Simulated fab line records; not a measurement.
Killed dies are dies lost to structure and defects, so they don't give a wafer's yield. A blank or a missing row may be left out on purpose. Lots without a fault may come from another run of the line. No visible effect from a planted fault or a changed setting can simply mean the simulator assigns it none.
Shared-tool check :: flow berkeley-cmos170 :: Lots sampled 14, wafers sampled 42

## REASON IT WAS OPENED
At UCB170_ACTIVE_THK_MEAS_06 the reading ACTIVE_NITRIDE_THK is flagged on 4 of 14 lots. Wafers without a fault read 220.0 nm, standard deviation 2.3.
Rule: a lot is flagged when every wafer of it that has a number lies more than 4 standard deviations from that mean, or none has a number. As for the other lots, they are considered sound.

lot: L362
measured: day 5 06:29
on: film-metro-01
ACTIVE_NITRIDE_THK (nm), wafer by wafer: 220.5 220.1 219.9
flag: 

lot: L363
measured: day 5 06:29
on: film-metro-04
ACTIVE_NITRIDE_THK (nm), wafer by wafer: 223.7 223.6 224.1
flag: 

lot: L364
measured: day 5 06:29
on: film-metro-03
ACTIVE_NITRIDE_THK (nm), wafer by wafer: 222.4 222.5 223.6
flag: 

lot: L365
measured: day 5 13:57
on: film-metro-01
ACTIVE_NITRIDE_THK (nm), wafer by wafer: 218.0 220.2 215.6
flag: 

lot: L366
measured: day 6 07:37
on: film-metro-01
ACTIVE_NITRIDE_THK (nm), wafer by wafer: 217.3 217.5 219.4
flag: 

lot: L367
measured: day 6 07:38
on: film-metro-04
ACTIVE_NITRIDE_THK (nm), wafer by wafer: 220.0 219.8 222.0
flag: 

lot: L370
measured: day 6 13:06
on: film-metro-01
ACTIVE_NITRIDE_THK (nm), wafer by wafer: 221.8 221.0 220.9
flag: 

lot: L368
measured: day 6 13:07
on: film-metro-04
ACTIVE_NITRIDE_THK (nm), wafer by wafer: 221.4 219.0 220.4
flag: 

lot: L369
measured: day 6 13:11
on: film-metro-04
ACTIVE_NITRIDE_THK (nm), wafer by wafer: 222.8 221.5 223.2
flag: 

lot: L371
measured: day 6 23:12
on: film-metro-01
ACTIVE_NITRIDE_THK (nm), wafer by wafer: 274.2 271.8 271.9
flag: FLAGGED

lot: L372
measured: day 6 23:13
on: film-metro-04
ACTIVE_NITRIDE_THK (nm), wafer by wafer: 275.7 276.5 275.3
flag: FLAGGED

lot: L374
measured: day 7 10:55
on: film-metro-01
ACTIVE_NITRIDE_THK (nm), wafer by wafer: 274.5 275.2 274.0
flag: FLAGGED

lot: L373
measured: day 7 10:59
on: film-metro-03
ACTIVE_NITRIDE_THK (nm), wafer by wafer: 276.0 275.3 275.0
flag: FLAGGED

lot: L377
measured: day 8 07:41
on: film-metro-01
ACTIVE_NITRIDE_THK (nm), wafer by wafer: 220.0 220.8 218.7
flag: 
The numbers of the flagged lots are 274.6 nm on average: +54.6 nm against the usual, or +24 standard deviations.

## LOT BY LOT: THE TOOL USED
The record keeps 1 process step preceding the reading, out of 331 steps on the route. In each cell: the tool, then ch and the chambers that the sampled wafers went through, then the start.
lot: L362
flag: 
UCB170_ACTIVE_CVD_05: lpcvd-01 ch 0, day 5 04:34

lot: L363
flag: 
UCB170_ACTIVE_CVD_05: lpcvd-01 ch 1, day 5 04:34

lot: L364
flag: 
UCB170_ACTIVE_CVD_05: lpcvd-01 ch 1, day 5 04:34

lot: L365
flag: 
UCB170_ACTIVE_CVD_05: lpcvd-02 ch 1, day 5 12:01

lot: L366
flag: 
UCB170_ACTIVE_CVD_05: lpcvd-02 ch 0, day 6 05:42

lot: L367
flag: 
UCB170_ACTIVE_CVD_05: lpcvd-02 ch 0, day 6 05:42

lot: L370
flag: 
UCB170_ACTIVE_CVD_05: lpcvd-02 ch 0, day 6 11:11

lot: L368
flag: 
UCB170_ACTIVE_CVD_05: lpcvd-02 ch 1, day 6 11:11

lot: L369
flag: 
UCB170_ACTIVE_CVD_05: lpcvd-02 ch 0, day 6 11:11

lot: L371
flag: FLAGGED
UCB170_ACTIVE_CVD_05: lpcvd-02 ch 1, day 6 21:17

lot: L372
flag: FLAGGED
UCB170_ACTIVE_CVD_05: lpcvd-02 ch 1, day 6 21:17

lot: L374
flag: FLAGGED
UCB170_ACTIVE_CVD_05: lpcvd-02 ch 1, day 7 09:00

lot: L373
flag: FLAGGED
UCB170_ACTIVE_CVD_05: lpcvd-02 ch 1, day 7 09:00

lot: L377
flag: 
UCB170_ACTIVE_CVD_05: lpcvd-01 ch 0, day 8 05:45
What these steps do:
- UCB170_ACTIVE_CVD_05: deposits Si3N4 from SiH2Cl2/NH3, target thk 220 nm, time 3300 s.
- UCB170_ACTIVE_THK_MEAS_06

## FLAGGED AGAINST TOTAL, ONE TOOL AT A TIME (gauges that did the reading follow at the end)
step: UCB170_ACTIVE_CVD_05
tool: lpcvd-01
lots run: 4
flagged: 0
share of the flagged lots: none
sound lots run after its first flagged lot: -

step: UCB170_ACTIVE_CVD_05
tool: lpcvd-02
lots run: 10
flagged: 4
share of the flagged lots: all
sound lots run after its first flagged lot: 0

step: UCB170_ACTIVE_THK_MEAS_06
tool: film-metro-01
lots run: 7
flagged: 2
share of the flagged lots: some
sound lots run after its first flagged lot: 1 (L377)

step: UCB170_ACTIVE_THK_MEAS_06
tool: film-metro-03
lots run: 2
flagged: 1
share of the flagged lots: some
sound lots run after its first flagged lot: 0

step: UCB170_ACTIVE_THK_MEAS_06
tool: film-metro-04
lots run: 5
flagged: 1
share of the flagged lots: some
sound lots run after its first flagged lot: 0

## WHAT THE TABLE ALLOWS
In the table, 1 row covers all flagged lots: lpcvd-02 at UCB170_ACTIVE_CVD_05.
- lpcvd-02 at UCB170_ACTIVE_CVD_05 ran 10 lots, 4 of them flagged. It ran its last sound lot, L368, at day 6 11:11 and its first flagged lot, L371, at day 6 21:17: a fault with its onset between the two fits.
Just one tool remains: lpcvd-02 at UCB170_ACTIVE_CVD_05.

## WHAT THE SIMULATOR PUT IN
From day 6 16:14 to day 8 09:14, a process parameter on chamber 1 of lpcvd-02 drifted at UCB170_ACTIVE_CVD_05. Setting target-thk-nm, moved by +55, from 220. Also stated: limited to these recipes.
Struck lots among those shown: L371, L372, L374, L373. This agrees with what the rule above found.
